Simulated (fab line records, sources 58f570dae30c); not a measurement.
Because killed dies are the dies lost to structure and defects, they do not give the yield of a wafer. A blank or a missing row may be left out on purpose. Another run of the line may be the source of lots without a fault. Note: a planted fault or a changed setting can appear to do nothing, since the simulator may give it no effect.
A lot that was struck, set against a sound lot    flow berkeley_cmos170    44 out of 331 route steps
Sound: the wafers L754.1, L754.3, L754.6. Struck: wafers L744.1, L744.4, L744.5. At the end, the cause is stated.
Each step with rows lists, per side, the tool, then ch with its chambers, then its first start. Under that, the readings that differ: sound wafers    struck wafers    difference of the means    sigmas: that difference in standard deviations of wafers without a fault.
alike: a reading whose means differ by less than 2 such deviations, as well as words and numbers matching on both sides. not compared: withheld readings; readings where some wafer has no value; bounds like >300 that might hide an equal value; numbers whose values overlap and for which the record gives no deviation.
The two part at a step that has a row with sigmas, a row that says differs or no value, or rows on one side only. Numbers that have no deviation but don't overlap get no sigmas and don't part them. A reading that every wafer of one side lacks parts them only if that side has two wafers or more.

first, 3 steps without rows for these wafers: UCB170_PVT_EXPOSE_03 (exposes mask NWELL, target cd 3000 nm); UCB170_PVT_PEB_04; UCB170_PVT_DEVELOP_05 (develop time 45 s).
UCB170_PVT_OVL_MEAS_06:
  sound: overlay-01 at day 9 21:45; struck: overlay-02 at day 8 00:29
  alike: PVT_OVL
then, 1 step without rows for these wafers: UCB170_PVT_IMPLANT_07.
UCB170_PVT_STRIP_08: strips in O2.
  sound on plasma_asher-04 ch 1, day 9 21:56; struck on plasma_asher-02 ch 0,1, day 8 00:41
  alike: drypump_motor_current_A, oes_product_au, strip_time_to_endpoint_s
  not compared: rf_hours_counter_h
UCB170_PVT_TW_MEAS_09:
  sound: film_metro-01 at day 9 22:02; struck: film_metro-01 at day 8 00:47
  alike: PVT_TW
then, 1 step without rows for these wafers: UCB170_GATE_WET_ETCH_00 (etches SiO2 in dHF, time 200 s).
UCB170_FIELD_THK_MEAS_91:
  sound: film_metro-03 at day 9 22:10; struck: film_metro-02 at day 8 00:54
  alike: FIELD_OXIDE_LEFT_2_THK
then, 1 step without rows for these wafers: UCB170_GATE_OXIDATION_01 (target thk 6.6 nm, ox time 1800 s).
UCB170_GATE_THK_MEAS_02:
  sound: film_metro-04 at day 10 05:32; struck: film_metro-01 at day 8 06:40
reading              sound           struck          difference  sigmas
GATE_OXIDE_THK (nm)  6.33 6.28 6.35  6.75 6.90 6.79  +0.49       +3
then, 1 step without rows for these wafers: UCB170_GATE_ANNEAL_03 (time 1800 s).
UCB170_GATE_CVD_04: deposits poly-Si from SiH4, time 1440 s, target thk 214 nm.
  sound on lpcvd-02 ch 0, day 10 10:57; struck on lpcvd-01 ch 1, day 8 10:50
reading                                   sound              struck             difference  sigmas
pressure_mtorr (mTorr)                    374.5 374.4 375.1  450.5 449.6 449.5  +75.2       +99 or more
model.poly-Si_of_GATE_CVD_04.thk_nm (nm)  217.6 217.6 218    233.3 233.9 233.1  +15.7       
  alike: zone_power_source_pct
UCB170_GATE_THK_MEAS_05:
  sound: film_metro-04 at day 10 12:21; struck: film_metro-04 at day 8 12:17
reading             sound              struck             difference  sigmas
GATE_POLY_THK (nm)  217.6 217.6 218.1  233.4 234.0 233.0  +15.7       +10
then, 6 steps without rows for these wafers: UCB170_GATE_COAT_06; UCB170_GATE_COAT_07 (resist thk 900 nm); UCB170_GATE_SOFTBAKE_08 (time 60 s); UCB170_GATE_EXPOSE_09 (exposes mask POLY, target cd 350 nm); UCB170_GATE_PEB_10; UCB170_GATE_DEVELOP_11 (develop time 45 s).
UCB170_GATE_CD_MEAS_12: the cd target is 350 nm.
  sound: cd_sem-01 at day 10 13:15; struck: cd_sem-02 at day 8 13:44
reading     sound              struck             difference  sigmas
cd_nm (nm)  348.2 349.3 349.0  350.8 352.9 353.3  +3.5        +3
UCB170_GATE_OVL_MEAS_13:
  sound: overlay-01 at day 10 13:22; struck: overlay-02 at day 8 13:52
  alike: GATE_OVL
UCB170_GATE_ETCH_14: etches BARC in N2/H2.
  sound on rie_diel-02 ch 0,3, day 10 13:24; struck on rie_diel-01 ch 0,1,3, day 8 13:54
  alike: drypump_motor_current_A, oes_product_au, throttle_valve_pct
UCB170_GATE_ETCH_15: etches poly-Si in HBr/Cl2, stops on SiO2, time 56.3 s, target depth 278.2 nm.
  sound on rie_si-01 ch 2,3, day 10 13:27; struck on rie_si-02 ch 0,1, day 8 13:56
reading                           sound              struck             difference  sigmas
oes_product_au (a.u.)             0.813 0.848 0.851  0.888 0.892 0.889  +0.052      +3
model.etch.depth_nm (nm)          217.6 217.6 218    233.3 233.9 233.1  +15.7       
model.GATE.feature_depth_nm (nm)  217.6 217.6 218    233.3 233.9 233.1  +15.7       
  alike: drypump_motor_current_A, throttle_valve_pct
  not compared: rf_hours_counter_h
UCB170_GATE_STRIP_16: strips in O2.
  sound on plasma_asher-04 ch 0,1, day 10 13:29; struck on plasma_asher-02 ch 0,1, day 8 13:59
  alike: drypump_motor_current_A, oes_product_au
  not compared: rf_hours_counter_h
UCB170_GATE_CD_MEAS_90: the cd target is 350 nm.
  sound: cd_sem-01 at day 10 13:35; struck: cd_sem-02 at day 8 14:13
  alike: cd_nm
then, 7 steps without rows for these wafers: UCB170_GATE_CLEAN_17 (cleans in SPM, time 600 s); UCB170_PLDD_HMDS_00 (prime time 60 s); UCB170_PLDD_COAT_01 (resist thk 900 nm); UCB170_PLDD_SOFTBAKE_02 (time 60 s); UCB170_PLDD_EXPOSE_03 (exposes mask PSELECT, target cd 1200 nm); UCB170_PLDD_PEB_04; UCB170_PLDD_DEVELOP_05 (develop time 45 s).
UCB170_PLDD_CD_MEAS_06: the cd target is 1200 nm.
  sound: cd_sem-01 at day 10 14:44; struck: cd_sem-02 at day 8 16:33
  alike: cd_nm
UCB170_PLDD_OVL_MEAS_07:
  sound: overlay-01 at day 10 14:51; struck: overlay-02 at day 8 16:40
  alike: PLDD_OVL
then, 2 steps without rows for these wafers: UCB170_PLDD_IMPLANT_08; UCB170_PLDD_IMPLANT_09.
UCB170_PLDD_STRIP_10: strips in O2.
  sound on plasma_asher-03 ch 0,1, day 10 15:11; struck on plasma_asher-01 ch 0,1, day 8 17:00
  alike: drypump_motor_current_A, oes_product_au, strip_time_to_endpoint_s
  not compared: rf_hours_counter_h
UCB170_PLDD_TW_MEAS_11:
  sound: film_metro-03 at day 10 15:17; struck: film_metro-03 at day 8 17:06
  alike: PLDD_TW
then, 3 steps without rows for these wafers: UCB170_PLDD_CLEAN_12 (cleans in SPM, time 600 s); UCB170_NLDD_HMDS_00 (prime time 60 s); UCB170_NLDD_COAT_01 (resist thk 900 nm).
UCB170_SILICIDE_PRE_CLEAN_00: preclean etch time 60 s.
  sound: pvd_sputter-03 at day 11 06:25; struck: pvd_sputter-02 at day 9 09:44
reading                                   sound              struck             difference  sigmas
model.poly-Si_of_GATE_CVD_04.thk_nm (nm)  210.7 210.8 211.1  226.5 227.1 226.4  +15.8       
UCB170_M3_PROBE_99:
  sound: prober-02 at day 12 08:14; struck: prober-01 at day 10 09:05
reading                                           sound                 struck                difference  sigmas
model.etest.pldd.rs_ohm_sq                        1104 1096 1095        1154 1168 1159        +62         
model.etest.contact_ppoly.end_ohm_um              231.3 222.2 233.3     265.1 256 254.3       +29.5       
model.etest.contact_npoly.end_ohm_um              61.78 62.03 64.37     73.33 71 71.57        +9.24       
model.etest.poly_comb_over_steps.leak_log10_a_um  -12.78 -12.74 -12.75  -11.25 -10.94 -11.08  +1.67       

== WHERE THEY PART ==
First at UCB170_GATE_THK_MEAS_02; last, within this record, at UCB170_GATE_ETCH_15. Later steps at which nothing parts them and some readings are alike: UCB170_GATE_STRIP_16, UCB170_GATE_CD_MEAS_90, UCB170_PLDD_CD_MEAS_06, UCB170_PLDD_OVL_MEAS_07, UCB170_PLDD_STRIP_10, UCB170_PLDD_TW_MEAS_11.

WHY: what had been put in by the simulator
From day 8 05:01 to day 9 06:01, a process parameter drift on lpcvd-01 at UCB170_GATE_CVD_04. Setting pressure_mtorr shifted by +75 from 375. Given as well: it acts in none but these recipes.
